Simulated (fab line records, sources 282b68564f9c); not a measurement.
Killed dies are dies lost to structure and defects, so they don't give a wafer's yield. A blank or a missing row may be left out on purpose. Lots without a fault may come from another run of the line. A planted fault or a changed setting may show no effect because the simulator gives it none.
Which tool did it? | flow rit_cmos | 7 lots, 21 wafers sampled, at 2 steps of a route of 202

WHAT THE GAUGES READ, wafer by wafer
RIT_SDANNEAL_RS_MEAS_04: measures by four-point-probe.
lot  | measured    | on            | PSD_RS (ohm/sq)
L488 | day 3 12:19 | film_metro-02 | 115.7 115.5 115.5
L491 | day 4 03:39 | film_metro-03 | 115.5 115.4 115.6
L494 | day 4 18:20 | film_metro-01 | 116.2 116.1 116.4
L499 | day 5 19:40 | film_metro-03 | 118.0 118.0 118.2 118.0 117.9 118.1
L502 | day 6 09:41 | film_metro-03 | 118.2 117.9 117.9 118.3 117.7 118.0
L505 | day 7 06:19 | film_metro-03 | 115.7 115.6 115.7
L507 | day 7 14:01 | film_metro-03 | 115.4 115.4 115.5

WHICH TOOL RAN EACH LOT (tool, then ch and the chambers of the sampled wafers, then the start)
lot  | RIT_PSD_IMPLANT_08
L488 | implanter-01 ch 0, day 3 11:29
L491 | implanter-02 ch 0, day 4 02:51
L494 | implanter-03 ch 0, day 4 17:32
L499 | implanter-03 ch 0, day 5 18:41
L502 | implanter-03 ch 0, day 6 08:53
L505 | implanter-01 ch 0, day 7 05:30
L507 | implanter-01 ch 0, day 7 13:13
- RIT_PSD_IMPLANT_08

THE ANSWER, worked out from the rows above alone
Rule: what is usual is taken from the lots themselves. Put in order of their means at a reading, lots are off if they are a third of the lots or fewer, leave a main group of 4 or more, and stand apart from it by a gap of 3 or more times the standard deviation of the main group's means; of several such gaps the widest counts. A main group whose means are all the same, to the digits that the tables above print for the reading, isn't used. A lot without any number at a reading at which 4 lots or more have one is off too. The other lots that the step has rows for count as sound.
Off: L499, L502, at RIT_SDANNEAL_RS_MEAS_04 (PSD_RS). The main group: mean 115.7 ohm/sq, standard deviation 0.29.
A tool fits if, at a process step before that reading, it ran every lot that is off, and no sound lot after the first of them. The gauges at RIT_SDANNEAL_RS_MEAS_04 are tried like those tools. One fits: implanter-03 at RIT_PSD_IMPLANT_08. Its last sound lot is L494 (day 4 17:32), its first lot that is off L499 (day 5 18:41): a fault that began between those two fits.

WHAT THE SIMULATOR HAD PUT IN
Process parameter drift: implanter-03, from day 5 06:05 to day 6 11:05, at RIT_PSD_IMPLANT_08. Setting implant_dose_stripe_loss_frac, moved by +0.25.
Lots struck among those shown: L499, L502. The rule above found the same.
